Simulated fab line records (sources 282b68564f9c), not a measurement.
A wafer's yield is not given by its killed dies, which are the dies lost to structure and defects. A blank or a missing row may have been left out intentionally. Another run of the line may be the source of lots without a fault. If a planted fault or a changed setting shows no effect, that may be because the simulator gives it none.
Which of the tools did it? / flow rit-cmos / 14 lots with 42 wafers sampled at 2 steps, on a route of 202 steps

WHAT EACH GAUGE READ, for each wafer
Not one reading of a measure or inspect step in the record can be checked against a usual standard deviation.

WHAT TOOL EACH LOT RAN ON (gives the tool, then ch and the chambers of the sampled wafers, and finally the start)
lot=L383; RIT_PSD_DEVELOP_05=litho-track-03 ch 0, day 3 04:00; RIT_M1_PROBE_99=-
lot=L384; RIT_PSD_DEVELOP_05=litho-track-03 ch 0, day 3 10:00; RIT_M1_PROBE_99=-
lot=L385; RIT_PSD_DEVELOP_05=litho-track-04 ch 0, day 3 13:00; RIT_M1_PROBE_99=-
lot=L387; RIT_PSD_DEVELOP_05=litho-track-04 ch 0, day 3 23:00; RIT_M1_PROBE_99=-
lot=L389; RIT_PSD_DEVELOP_05=litho-track-02 ch 0, day 4 06:00; RIT_M1_PROBE_99=-
lot=L390; RIT_PSD_DEVELOP_05=litho-track-02 ch 0, day 4 15:00; RIT_M1_PROBE_99=-
lot=L393; RIT_PSD_DEVELOP_05=litho-track-04 ch 0, day 5 07:00; RIT_M1_PROBE_99=-
lot=L398; RIT_PSD_DEVELOP_05=litho-track-02 ch 0, day 6 02:00; RIT_M1_PROBE_99=-
lot=L399; RIT_PSD_DEVELOP_05=litho-track-04 ch 0, day 6 09:00; RIT_M1_PROBE_99=-
lot=L400; RIT_PSD_DEVELOP_05=litho-track-04 ch 0, day 6 13:00; RIT_M1_PROBE_99=-
lot=L403; RIT_PSD_DEVELOP_05=litho-track-02 ch 0, day 7 04:00; RIT_M1_PROBE_99=prober-02, day 7 13:05
lot=L404; RIT_PSD_DEVELOP_05=litho-track-03 ch 0, day 7 11:00; RIT_M1_PROBE_99=prober-01, day 7 21:10
lot=L405; RIT_PSD_DEVELOP_05=litho-track-03 ch 0, day 7 16:00; RIT_M1_PROBE_99=prober-02, day 8 01:26
lot=L406; RIT_PSD_DEVELOP_05=litho-track-03 ch 0, day 8 00:00; RIT_M1_PROBE_99=-
- RIT_PSD_DEVELOP_05: develop time 50 s.
- RIT_M1_PROBE_99

WHAT THE TOOLS THEMSELVES READ (means of the sampled wafers that have a number; where no wafer has one, the mark that the record gives instead)
RIT_PSD_DEVELOP_05.
lot=L383; tool=litho-track-03; chill-plate-temp-C (C)=23.07; developer-temp-C (C)=23.12; resist-line-temp-C (C)=22.87
lot=L384; tool=litho-track-03; chill-plate-temp-C (C)=23.09; developer-temp-C (C)=22.98; resist-line-temp-C (C)=23.10
lot=L385; tool=litho-track-04; chill-plate-temp-C (C)=23.03; developer-temp-C (C)=22.98; resist-line-temp-C (C)=22.98
lot=L387; tool=litho-track-04; chill-plate-temp-C (C)=23.02; developer-temp-C (C)=23.01; resist-line-temp-C (C)=22.95
lot=L389; tool=litho-track-02; chill-plate-temp-C (C)=23.07; developer-temp-C (C)=23.03; resist-line-temp-C (C)=22.87
lot=L390; tool=litho-track-02; chill-plate-temp-C (C)=22.89; developer-temp-C (C)=22.95; resist-line-temp-C (C)=22.84
lot=L393; tool=litho-track-04; chill-plate-temp-C (C)=23.04; developer-temp-C (C)=22.84; resist-line-temp-C (C)=23.11
lot=L398; tool=litho-track-02; chill-plate-temp-C (C)=22.89; developer-temp-C (C)=22.90; resist-line-temp-C (C)=23.06
lot=L399; tool=litho-track-04; chill-plate-temp-C (C)=23.03; developer-temp-C (C)=22.10; resist-line-temp-C (C)=22.90
lot=L400; tool=litho-track-04; chill-plate-temp-C (C)=23.02; developer-temp-C (C)=22.01; resist-line-temp-C (C)=23.06
lot=L403; tool=litho-track-02; chill-plate-temp-C (C)=22.89; developer-temp-C (C)=23.07; resist-line-temp-C (C)=22.92
lot=L404; tool=litho-track-03; chill-plate-temp-C (C)=23.16; developer-temp-C (C)=22.99; resist-line-temp-C (C)=22.95
lot=L405; tool=litho-track-03; chill-plate-temp-C (C)=23.12; developer-temp-C (C)=22.90; resist-line-temp-C (C)=22.90
lot=L406; tool=litho-track-03; chill-plate-temp-C (C)=22.88; developer-temp-C (C)=22.93; resist-line-temp-C (C)=23.06

RIT_M1_PROBE_99.
lot=L403 tool=prober-02 killed-at-contacts=0.3 killed-at-front-end=7.7 killed-dies=8.0 killed-open=3.0 killed-short=5.0
lot=L404 tool=prober-01 killed-at-contacts=0.3 killed-at-front-end=6.0 killed-dies=6.3 killed-open=2.0 killed-short=4.3
lot=L405 tool=prober-02 killed-at-contacts=0.0 killed-at-front-end=4.7 killed-dies=4.7 killed-open=3.0 killed-short=1.7

THE ANSWER, worked out from the rows above alone
Rule: usual is defined by the lots themselves. Put in order of their means at a reading, lots are off if they are a third of the lots or fewer, leave a main group of 4 or more, and stand apart from it by a gap of 3 or more times the standard deviation of the main group's means; of several such gaps the widest counts. Not used: any main group whose means are identical at the precision the tables above print for the reading. Also off: a lot with no number at a reading for which 4 or more lots have one. All remaining lots with rows at the step are treated as sound. Order of review: gauges by route order, followed by the tools' own readings, for which a lot's mean as printed above is used. The first step at which some lot is off is used, and at that step the reading that is off furthest; a lot without a number counts as furthest.
Off, at RIT_PSD_DEVELOP_05 on developer-temp-C: L399, L400. The main group: mean 22.98 C, standard deviation 0.075.
If a tool, at that step or one of the process steps before it, ran each lot that is off and ran no sound lot following the first of them, it fits. One fits: litho-track-04 at RIT_PSD_DEVELOP_05. A fault onset in the window from L393 (day 5 07:00, its last sound lot) to L399 (day 6 09:00, its first lot off) fits.
The tool's own readings at RIT_PSD_DEVELOP_05 bear it out: on the lots that are off they differ by more than 5 times the standard deviation of the sound lots' means. developer-temp-C reads 22.05 C there against 22.98 C on the sound lots.

WHAT THE SIMULATOR PUT IN
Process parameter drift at RIT_PSD_DEVELOP_05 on litho-track-04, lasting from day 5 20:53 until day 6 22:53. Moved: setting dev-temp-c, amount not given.
Struck lots among those shown: L399, L400. The rule above reached the same finding.
